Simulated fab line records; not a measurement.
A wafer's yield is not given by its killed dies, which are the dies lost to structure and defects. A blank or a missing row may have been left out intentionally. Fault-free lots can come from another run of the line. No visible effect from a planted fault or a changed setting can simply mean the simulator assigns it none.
A struck lot beside a sound one || flow rit cmos || 15 out of 202 route steps
Sound: wafers L959.1, L959.5, L959.6. Wafers struck: L975.3, L975.4, L975.6. Last of all comes the cause.
Order at every step that has rows: each side's tool, ch and its chambers, its first start. Under that, the readings that differ: sound wafers || struck wafers || difference of the means || sigmas: that difference in standard deviations of wafers without a fault.
alike: readings whose means differ by less than 2 such deviations, and words and numbers that are the same on both sides. not compared: withheld readings, readings that some wafer has no value for, bounds like >300 that may hide the same value, and numbers for which the record gives no deviation and whose values overlap.
Wherever a step has rows on one side only, a row that says differs or no value, or a row with sigmas, the two part there. When numbers do not overlap yet have no deviation, they are printed without sigmas and do not part them. A reading missing from all wafers of one side parts the sides only when that side holds two or more wafers.

RIT_CONTACT_STRIP_12: strips in O2, time 180 s.
  sound on plasma asher-04 ch 0,1, day 3 05:02; struck on plasma asher-01 ch 0,1, day 6 16:49
  alike: drypump motor current A
  not compared: rf hours counter h
RIT_CONTACT_CD_MEAS_90: the cd target is 1000 nm.
  struck on cd sem-02, day 6 16:58; sound on cd sem-02, day 3 05:12
  alike: cd nm
then, 2 steps without rows for these wafers: RIT_CONTACT_CLEAN_13 (cleans in SC1, time 600 s); RIT_CONTACT_CLEAN_14 (cleans in SC2, time 600 s).
RIT_M1_SPUTTER_00: material Al, target thk 400 nm, time 500 s.
  struck on pvd sputter-04, day 6 17:23; sound on pvd sputter-04, day 3 05:51
  alike: throttle valve pct
RIT_M1_RS_MEAS_01: measures by four-point-probe.
  struck on film metro-02, day 6 17:44; sound on film metro-02, day 3 06:08
{"reading": "M1_AL_RS (ohm/sq)", "sound": "0.0742 0.0741 0.0737", "struck": "0.0720 0.0731 0.0725", "difference": -0.0015, "sigmas": -2}
RIT_M1_THK_MEAS_02: measures by xrf.
  struck on film metro-02, day 6 17:50; sound on film metro-02, day 3 06:16
  alike: M1_AL_THK
then, 5 steps without rows for these wafers: RIT_M1_HMDS_03 (prime time 60 s); RIT_M1_COAT_04 (resist thk 1300 nm); RIT_M1_SOFTBAKE_05 (time 60 s); RIT_M1_EXPOSE_06 (exposes mask M12, target cd 2600 nm); RIT_M1_PEB_07.
RIT_M1_DEVELOP_08: develop time 68 s.
  sound on litho track-03 ch 0, day 3 07:00; struck on litho track-04 ch 0, day 6 18:00
{"reading": "developer temp C (C)", "sound": "23.06 23.01 23.06", "struck": "22.26 22.32 22.13", "difference": -0.81, "sigmas": -8}
  alike: chill plate temp C
RIT_M1_CD_MEAS_09: the cd target is 2600 nm.
  struck on cd sem-02, day 6 18:55; sound on cd sem-01, day 3 07:20
{"reading": "cd nm (nm)", "sound": "2600.7 2601.8 2601.7", "struck": "2593.6 2594.0 2595.4", "difference": -7.1, "sigmas": -3}
RIT_M1_PROBE_99:
  struck on prober-01, day 7 00:12; sound on prober-01, day 3 10:28
  alike: defect limited yield, killed at contacts, killed at front end, killed dies, killed open, killed short, sort_bin_3_pad_short, sort_bin_5_function, sort_bin_6_memory, sort n pass, sort yield pct

WHERE THEY PART
Earliest at RIT_M1_RS_MEAS_01; latest, in this record, at RIT_M1_CD_MEAS_09. Later steps at which nothing parts them and some readings are alike: RIT_M1_PROBE_99.

WHY: what had been put in by the simulator
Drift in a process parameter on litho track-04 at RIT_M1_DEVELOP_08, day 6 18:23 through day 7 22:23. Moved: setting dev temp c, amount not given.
